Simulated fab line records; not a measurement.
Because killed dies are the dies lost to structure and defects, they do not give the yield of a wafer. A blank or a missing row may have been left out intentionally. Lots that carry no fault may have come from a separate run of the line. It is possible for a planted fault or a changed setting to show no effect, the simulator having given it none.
Tool commonality check -- flow berkeleyCmos170 -- Sampled: 14 lots, 42 wafers

== REASON IT WAS OPENED ==
Of 14 lots, 2 have the reading NSD_RS flagged at UCB170_SDANNEAL_RS_MEAS_03. Wafers without a fault read 37.20 ohm/sq, standard deviation 0.11.
Rule: a lot is flagged when every wafer of it that has a number lies more than 4 standard deviations from that mean, or none has a number. The other lots count as sound.

lot,measured,on,"NSD_RS (ohm/sq), wafer by wafer",flag
L828,day 7 20:58,filmMetro-02,37.05 37.07 37.06,
L829,day 7 21:48,filmMetro-01,37.30 37.33 37.31,
L827,day 7 22:11,filmMetro-04,37.33 37.28 37.36,
L826,day 7 22:38,filmMetro-02,37.18 37.20 37.15,
L830,day 8 05:13,filmMetro-02,37.23 37.05 37.15,
L831,day 8 05:13,filmMetro-01,36.35 36.48 36.36,FLAGGED
L833,day 9 11:17,filmMetro-02,36.29 36.35 36.39,FLAGGED
L840,day 10 00:51,filmMetro-02,37.09 37.09 37.16,
L842,day 10 08:05,filmMetro-01,37.19 37.23 37.26,
L845,day 10 17:46,filmMetro-02,37.04 37.15 37.05,
L844,day 10 18:18,filmMetro-01,37.23 37.33 37.42,
L847,day 11 08:23,filmMetro-01,37.14 37.09 37.30,
L846,day 11 08:47,filmMetro-04,37.36 37.29 37.34,
L849,day 12 00:23,filmMetro-02,37.17 37.23 37.12,
Average over the flagged lots: 36.37 ohm/sq; offset from the usual -0.83 ohm/sq, equal to -8 standard deviations.

== TOOL THAT RAN EACH LOT ==
The record holds 3 process steps before the reading, out of a route of 331 steps. In each cell: the tool, then ch and the chambers that the sampled wafers went through, then the start.
lot,flag,UCB170_SPACER_CVD_00,UCB170_NSD_IMPLANT_08,UCB170_NSD_STRIP_09
L828,,"pecvd-04 ch 1,2, day 7 07:15","implanter-01 ch 0, day 7 18:10","plasmaAsher-04 ch 0,1, day 7 18:19"
L829,,"pecvd-04 ch 0,1,2, day 7 07:27","implanter-01 ch 0, day 7 18:53","plasmaAsher-03 ch 0,1, day 7 19:02"
L827,,"pecvd-02 ch 0,1, day 7 08:02","implanter-03 ch 0, day 7 19:13","plasmaAsher-04 ch 0,1, day 7 19:21"
L826,,"pecvd-04 ch 0,1,2, day 7 09:25","implanter-02 ch 0, day 7 19:16","plasmaAsher-02 ch 0,1, day 7 19:25"
L830,,"pecvd-04 ch 0,1, day 7 18:14","implanter-02 ch 0, day 8 01:10","plasmaAsher-03 ch 0,1, day 8 01:19"
L831,FLAGGED,"pecvd-03 ch 0,2, day 7 18:11","implanter-01 ch 0, day 8 00:44","plasmaAsher-02 ch 0,1, day 8 00:53"
L833,FLAGGED,"pecvd-03 ch 0,1, day 8 15:47","implanter-01 ch 0, day 9 07:56","plasmaAsher-02 ch 0, day 9 08:11"
L840,,"pecvd-03 ch 0,1, day 9 14:57","implanter-02 ch 0, day 9 23:17","plasmaAsher-03 ch 0,1, day 9 23:25"
L842,,"pecvd-04 ch 1,2, day 9 23:01","implanter-03 ch 0, day 10 05:44","plasmaAsher-03 ch 0,1, day 10 05:51"
L845,,"pecvd-03 ch 0,2, day 10 04:45","implanter-03 ch 0, day 10 15:07","plasmaAsher-02 ch 0,1, day 10 15:16"
L844,,"pecvd-02 ch 1,2, day 10 04:20","implanter-02 ch 0, day 10 16:02","plasmaAsher-04 ch 0,1, day 10 16:09"
L847,,"pecvd-03 ch 0,2, day 10 23:37","implanter-03 ch 0, day 11 06:55","plasmaAsher-04 ch 0,1, day 11 07:04"
L846,,"pecvd-02 ch 0,1,2, day 10 23:37","implanter-02 ch 0, day 11 07:19","plasmaAsher-03 ch 0,1, day 11 07:26"
L849,,"pecvd-04 ch 1,2, day 11 15:32","implanter-02 ch 0, day 11 22:37","plasmaAsher-02 ch 1, day 11 22:44"
These steps, and what they do:
- UCB170_SPACER_CVD_00: deposits SiO2 from TEOS/O2, target thk 376 nm, time 47 s.
- UCB170_NSD_IMPLANT_08
- UCB170_NSD_STRIP_09: strips in O2.
- UCB170_SDANNEAL_RS_MEAS_03: measures by four-point-probe.

== FLAGGED OVER TOTAL, TOOL BY TOOL (the gauges that took the reading come last) ==
step,tool,lots run,flagged,share of the flagged lots,sound lots run after its first flagged lot
UCB170_SPACER_CVD_00,pecvd-02,3,0,none,-
UCB170_SPACER_CVD_00,pecvd-03,5,2,all,"3 (L840,L845,L847)"
UCB170_SPACER_CVD_00,pecvd-04,6,0,none,-
UCB170_NSD_IMPLANT_08,implanter-01,4,2,all,0
UCB170_NSD_IMPLANT_08,implanter-02,6,0,none,-
UCB170_NSD_IMPLANT_08,implanter-03,4,0,none,-
UCB170_NSD_STRIP_09,plasmaAsher-02,5,2,all,"2 (L845,L849)"
UCB170_NSD_STRIP_09,plasmaAsher-03,5,0,none,-
UCB170_NSD_STRIP_09,plasmaAsher-04,4,0,none,-
UCB170_SDANNEAL_RS_MEAS_03,filmMetro-01,5,1,some,"3 (L842,L844,L847)"
UCB170_SDANNEAL_RS_MEAS_03,filmMetro-02,7,1,some,"3 (L840,L845,L849)"
UCB170_SDANNEAL_RS_MEAS_03,filmMetro-04,2,0,none,-

== WHAT THE TABLE PERMITS ==
Rows of the table that ran every flagged lot, 3 in all: pecvd-03 at UCB170_SPACER_CVD_00, implanter-01 at UCB170_NSD_IMPLANT_08, plasmaAsher-02 at UCB170_NSD_STRIP_09.
- pecvd-03 at UCB170_SPACER_CVD_00: 2 of its 5 lots flagged. Lots that were sound ran on it after the first flagged one (L840, L845, L847); a persistent fault on the entire tool would not allow that.
- implanter-01 at UCB170_NSD_IMPLANT_08: 2 of its 4 lots flagged. A fault beginning between L829 (day 7 18:53), its last sound lot, and L831 (day 8 00:44), its first flagged one, fits the data. Its own readings lie more than 4 standard deviations out on every wafer of the flagged lots: doseIonsCm2.
- plasmaAsher-02 at UCB170_NSD_STRIP_09: 2 of its 5 lots flagged. Lots that were sound ran on it after the first flagged one (L845, L849); a persistent fault on the entire tool would not allow that. Its own readings lie more than 4 standard deviations out on every wafer of the flagged lots: stripTimeToEndpointS.
implanter-01 at UCB170_NSD_IMPLANT_08 is the single tool remaining.

== WHAT WAS PUT IN BY THE SIMULATOR ==
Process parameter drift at UCB170_NSD_IMPLANT_08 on implanter-01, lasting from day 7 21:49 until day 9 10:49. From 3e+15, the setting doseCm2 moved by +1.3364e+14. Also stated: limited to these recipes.
Lots struck among those shown: L831, L833. Same finding as the rule above.
